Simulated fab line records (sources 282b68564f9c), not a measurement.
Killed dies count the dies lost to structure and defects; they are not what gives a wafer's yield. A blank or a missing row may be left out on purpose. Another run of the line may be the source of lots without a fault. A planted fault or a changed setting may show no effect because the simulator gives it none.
The same fault as seen by 2 desks + flow rit_cmos + each desk has only its own numbers; what lay behind them comes last

== DESK OF THE TOOL OWNER: implanter-03 ==
The tool's own readings at RIT_NSD_IMPLANT_08: means of the sampled wafers that have a number, for each lot that ran on this tool. If a lot's mean is further than 4 standard deviations from the usual mean, the lot is out of limits and carries the mark OUT (the distance appears in the brackets).
Columns: A = dose_ions_cm2 at RIT_NSD_IMPLANT_08, usual 9.999e+14; B = faraday_current_uA at RIT_NSD_IMPLANT_08, usual 3128
| lot  | first seen here | A                           | B              |
|------|-----------------|-----------------------------|----------------|
| L298 | day 3 05:40     | 1.001e+15                   | 3108           |
| L300 | day 3 13:49     | 9.987e+14                   | 3096           |
| L302 | day 4 04:56     | 9.986e+14                   | 3138           |
| L303 | day 4 08:38     | 6.992e+14 (-99 or more) OUT | 2174 (-16) OUT |
| L305 | day 4 20:20     | 7.006e+14 (-99 or more) OUT | 2201 (-16) OUT |
| L317 | day 7 08:40     | 1.000e+15                   | 3116           |
| L320 | day 7 23:14     | 1.000e+15                   | 3109           |
This desk finds L303, L305 out of limits, L303 being first, at day 4 08:38 (dose_ions_cm2 at RIT_NSD_IMPLANT_08). Within limits: L298, L300, L302, L317, L320.

== AT THE METROLOGY DESK ==
What the gauges read for every lot (on any tool): the sampled wafers with a number, averaged. If a lot's mean is further than 4 standard deviations from the usual mean, the lot is out of limits and carries the mark OUT (the distance appears in the brackets).
Columns: A = NSD_TW at RIT_NSD_TW_MEAS_10, usual 3110; B = NSD_RS at RIT_SDANNEAL_RS_MEAS_05, usual 84.45 ohm/sq
| lot  | first seen here | A              | B                        |
|------|-----------------|----------------|--------------------------|
| L298 | day 3 05:58     | 3093           | 84.73                    |
| L299 | day 3 09:55     | 3103           | 84.25                    |
| L300 | day 3 14:08     | 3099           | 84.89                    |
| L301 | day 3 20:49     | 3114           | 84.59                    |
| L302 | day 4 05:16     | 3118           | 84.14                    |
| L303 | day 4 08:56     | 2873 (-17) OUT | 112.27 (+99 or more) OUT |
| L304 | day 4 12:22     | 3108           | 84.34                    |
| L305 | day 4 20:40     | 2890 (-16) OUT | 111.64 (+99 or more) OUT |
| L313 | day 6 15:23     | 3100           | 84.56                    |
| L314 | day 6 17:40     | 3126           | 84.50                    |
| L317 | day 7 08:59     | 3100           | 84.44                    |
| L318 | day 7 11:38     | 3117           | 84.41                    |
| L319 | day 7 17:53     | 3111           | 84.56                    |
| L320 | day 7 23:34     | 3113           | 84.73                    |
This desk's finding: out of limits on L303, L305; first on L303, day 4 08:56 (NSD_TW at RIT_NSD_TW_MEAS_10). Within limits: L298, L299, L300, L301, L302, L304, L313, L314, L317, L318, L319, L320.

== ALL TOGETHER ==
On L303, L305, at day 4 08:38, an alarm was possible from the tool owner's desk.
On L303, L305, the metrology desk was in a position to raise an alarm at day 4 08:56.
On implanter-03, each named lot ran RIT_NSD_IMPLANT_08.

== WHAT THE SIMULATOR HAD PUT IN ==
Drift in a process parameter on implanter-03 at RIT_NSD_IMPLANT_08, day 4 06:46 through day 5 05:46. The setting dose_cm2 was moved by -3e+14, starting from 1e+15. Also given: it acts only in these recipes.
Shown lots that were struck: L303, L305.
Delay (hours) between the fault's onset and each desk's first out-of-limits reading: 2 at the tool owner's desk, 2 at the metrology desk.
